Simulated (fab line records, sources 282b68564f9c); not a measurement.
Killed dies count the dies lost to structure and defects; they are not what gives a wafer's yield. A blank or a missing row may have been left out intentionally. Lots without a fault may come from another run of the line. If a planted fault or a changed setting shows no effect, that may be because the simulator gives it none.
A lot that was struck, set against a sound lot | flow rit cmos | 27 out of 202 route steps
Sound: these wafers, L764.3, L764.5, L764.6. Struck: wafer L778.1. (L778.5, L778.6 of the same lot were not struck and are left out.) The cause comes at the end.
At each step with rows: each side's tool, then ch and its chambers, then its first start. Under that, the readings that differ: sound wafers | struck wafers | difference of the means | sigmas: that difference in standard deviations of wafers without a fault.
alike: readings with means less than 2 such deviations apart, plus words and numbers identical on both sides. not compared: withheld readings, readings lacking a value on some wafer, bounds such as >300 that could conceal the same value, and numbers that have no deviation in the record and whose values overlap.
Wherever a step has rows on one side only, a row that says differs or no value, or a row with sigmas, the two part there. Numbers that don't overlap but have no deviation are shown without sigmas and don't part them. A reading missing from all wafers of one side parts the sides only when that side holds two or more wafers.

first, 1 step without rows for these wafers: RIT_ACTIVE_OXIDATION_01 (target thk 46.8 nm, ox time 3360 s).
RIT_ACTIVE_THK_MEAS_02:
  sound on film metro-01 at day 1 14:18; struck on film metro-04 at day 4 12:31
  alike: ACTIVE_OXIDE_THK
then, 1 step without rows for these wafers: RIT_ACTIVE_CVD_03 (deposits Si3N4 from SiH2Cl2/NH3, target thk 150 nm, time 1500 s).
RIT_ACTIVE_THK_MEAS_04:
  sound on film metro-03 at day 1 15:46; struck on film metro-03 at day 4 13:59
  alike: ACTIVE_NITRIDE_THK
then, 6 steps without rows for these wafers: RIT_ACTIVE_HMDS_05 (prime time 60 s); RIT_ACTIVE_COAT_06 (resist thk 1000 nm); RIT_ACTIVE_SOFTBAKE_07 (time 60 s); RIT_ACTIVE_EXPOSE_08 (exposes mask M1, target cd 1400 nm); RIT_ACTIVE_PEB_09; RIT_ACTIVE_DEVELOP_10 (develop time 50 s).
RIT_ACTIVE_CD_MEAS_11: target cd 1400 nm.
  sound on cd sem-02 at day 1 17:01; struck on cd sem-02 at day 4 14:54
  alike: cd nm
then, 1 step without rows for these wafers: RIT_ACTIVE_HARDBAKE_12 (time 60 s).
RIT_ACTIVE_ETCH_13: etches Si3N4 in SF6, stops on SiO2, time 210 s, target depth 210 nm.
  sound on rie diel-02 ch 0,1,2, day 1 17:15; struck on rie diel-03 ch 3, day 4 15:10
  reading                                       | sound             | struck  | difference | sigmas
  oes product au (a.u.)                         | 0.842 0.835 0.825 | 0.729   | -0.105     | -9
  over etch frac                                | 0.4 0.4 0.4       | 0.75768 | +0.35768   |
  model.NOVOLAK_of_ACTIVE_COAT_06.thk nm (nm)   | 652.4 652.7 652.6 | 596.7   | -55.9      |
  model.ACTIVE.feature depth nm (nm)            | 152 150.7 151.2   | 168.9   | +17.6      |
  model.SiO2_of_ACTIVE_OXIDATION_01.thk nm (nm) | 48.19 48.63 48.15 | 29.97   | -18.35     |
  alike: drypump motor current A, throttle valve pct
  not compared: rf hours counter h
RIT_ACTIVE_STRIP_14: strips in O2, time 180 s.
  sound on plasma asher-04 ch 0,1, day 1 17:26; struck on plasma asher-03 ch 0, day 4 15:19
  reading                | sound | struck | difference                   | sigmas
  rf hours counter h (h) | - - - | 44     | no value on the sound wafers |
  alike: drypump motor current A
RIT_ACTIVE_CD_MEAS_90: target cd 1400 nm.
  sound on cd sem-01 at day 1 17:36; struck on cd sem-01 at day 4 15:29
  alike: cd nm
then, 4 steps without rows for these wafers: RIT_ACTIVE_CLEAN_15 (cleans in SC1, time 600 s); RIT_ACTIVE_CLEAN_16 (cleans in dHF, time 30 s); RIT_ACTIVE_CLEAN_17 (cleans in SC2, time 600 s); RIT_FOX1_OXIDATION_00 (target thk 350.7 nm, ox time 1130 s).
RIT_FOX1_THK_MEAS_01:
  sound on film metro-02 at day 1 19:37; struck on film metro-03 at day 4 17:18
  alike: FOX1_OXIDE_THK
then, 2 steps without rows for these wafers: RIT_FOX1_WET_ETCH_02 (etches SiO2 in BOE, target depth 350 nm, time 390 s); RIT_FOX2_OXIDATION_00 (target thk 350.7 nm, ox time 1130 s).
RIT_FOX2_THK_MEAS_01:
  sound on film metro-02 at day 1 21:07; struck on film metro-01 at day 4 19:32
  alike: FOX2_OXIDE_THK
then, 1 step without rows for these wafers: RIT_FOX2_CLEAN_02 (cleans in dHF, time 180 s).
RIT_FOX2_WET_ETCH_03: etches Si3N4 in H3PO4, target depth 195 nm, time 2700 s.
  sound on wet bench-04 ch 2, day 1 21:13; struck on wet bench-03 ch 2, day 4 19:40
  reading                                       | sound             | struck | difference | sigmas
  model.SiO2_of_ACTIVE_OXIDATION_01.thk nm (nm) | 42.54 42.94 42.54 | 26.61  | -16.06     |
  alike: bath guard temp C, temp c
RIT_FOX2_THK_MEAS_90:
  sound on film metro-03 at day 1 21:59; struck on film metro-01 at day 4 20:26
  alike: FIELD_OXIDE_LEFT_1_THK
RIT_M1_PROBE_99:
  record: rows for the struck wafers here (prober-02, day 6 14:41), none for the sound ones

== WHERE THEY PART ==
Last at RIT_M1_PROBE_99 as far as this record goes, first at RIT_ACTIVE_ETCH_13.

WHY: what had been put in by the simulator
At RIT_ACTIVE_ETCH_13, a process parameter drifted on rie diel-03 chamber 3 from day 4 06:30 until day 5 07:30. Setting over etch frac, moved by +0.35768, from 0.4. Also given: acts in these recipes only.
